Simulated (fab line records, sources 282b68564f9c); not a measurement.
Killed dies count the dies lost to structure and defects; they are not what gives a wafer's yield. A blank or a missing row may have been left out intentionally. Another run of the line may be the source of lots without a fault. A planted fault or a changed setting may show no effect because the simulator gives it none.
Problem report, 8D (eight disciplines) form, completed by code / flow rit-cmos / the parts of the form that need people (team, actions taken, sign-off) are left out

## 1. WHAT IS WRONG
ACTIVE_NITRIDE_THK at RIT_ACTIVE_THK_MEAS_04 reads a mean of 118.3 nm on 6 wafers of 2 lots; wafers without a fault read 149.8 nm with a standard deviation of 1.2. That is -26 standard deviations from the usual mean.
First seen on wafer L989.1, day 3 00:32, on film-metro-04. Wafers with a number at this step in the record: 24, from 8 lots. Rule for "out", or "out of limits": more than 4 standard deviations from the usual mean. All remaining wafers that have a number are taken as sound.

## 2. WHAT IT IS, AND WHAT IT ISN'T
question=which readings at this step | is=ACTIVE_NITRIDE_THK | is not=-
question=which lots | is=L989, L990 | is not=L100, L103, L982, L983, L984, L985
question=which wafers of those lots | is=all that have a number | is not=-
question=read on which gauges | is=film-metro-04 | is not=film-metro-02, film-metro-03
question=when | is=from day 3 00:32 | is not=up to then (12 sound wafers); but 6 sound wafers of L100, L103 came after

## 3. WHAT RULES OUT EACH SUSPECT
Counting: a tool at a process step up to the reading stays a suspect if it ran every lot that is out and no sound lot after the first of them.
- the gauge at RIT_ACTIVE_THK_MEAS_04 has been ruled out. All the wafers that are out were read on film-metro-04, but those of them that RIT_ACTIVE_ETCH_13 has rows for are out there too, on other tools.
- lpcvd-01 at RIT_ACTIVE_CVD_03 (deposits Si3N4 from SiH2Cl2/NH3, target thk 150 nm, time 1500 s): kept. It ran every lot that is out, first L989 (day 2 23:07), and no sound lot after that; its last sound lot up to then is L984 (day 1 22:07).
The count leaves lpcvd-01 at RIT_ACTIVE_CVD_03.

## 4. THE CAUSE (what the simulator had put in)
Site profile drift: lpcvd-01, from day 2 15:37 on, at RIT_ACTIVE_CVD_03. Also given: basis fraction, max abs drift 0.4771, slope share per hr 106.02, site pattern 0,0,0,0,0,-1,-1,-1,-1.
The count eliminated every tool but this one.

## 5. THE EFFECT CHAIN, in route order
One row per reading whose mean, taken over the struck wafers that have a number, lies over 3 standard deviations from the usual. Readings are gone through only where the record gives a usual standard deviation; hours: the median, over the lots, of the time from a lot's start at the first step in this table giving one to that lot's start at this step; sigmas: the change measured in usual standard deviations.
hours=0; step=RIT_ACTIVE_THK_MEAS_04; reading=ACTIVE_NITRIDE_THK; usual=149.8 nm; on struck wafers=118.3; change=-31.5; sigmas=-26
hours=1; step=RIT_ACTIVE_ETCH_13; reading=oes-product-au; usual=0.817 a.u.; on struck wafers=0.721; change=-0.096; sigmas=-8.7
Process steps it contains:
- RIT_ACTIVE_ETCH_13: etches Si3N4 in SF6, stops on SiO2, time 210 s, target depth 210 nm.
At these later measuring or inspecting steps, every struck wafer for which the step has a row has a number for every such reading, and none has moved that far: RIT_NWELL_TW_MEAS_10, RIT_PLDD_TW_MEAS_10.

## 6. HOW IT WOULD HAVE BEEN CAUGHT EARLIER
In this record the first reading out of limits at a measuring or inspecting step was taken at day 3 00:32, 9 hours after the fault began at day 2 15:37.
No tool reading at RIT_ACTIVE_CVD_03 that has a usual standard deviation in the record was out on any struck wafer, so an alarm limit of 4 standard deviations on those readings would not have fired.
Among the 2 lots that are out, L990 began RIT_ACTIVE_CVD_03 on lpcvd-01 after day 3 00:32. Putting the tool on hold at that point would have spared it.
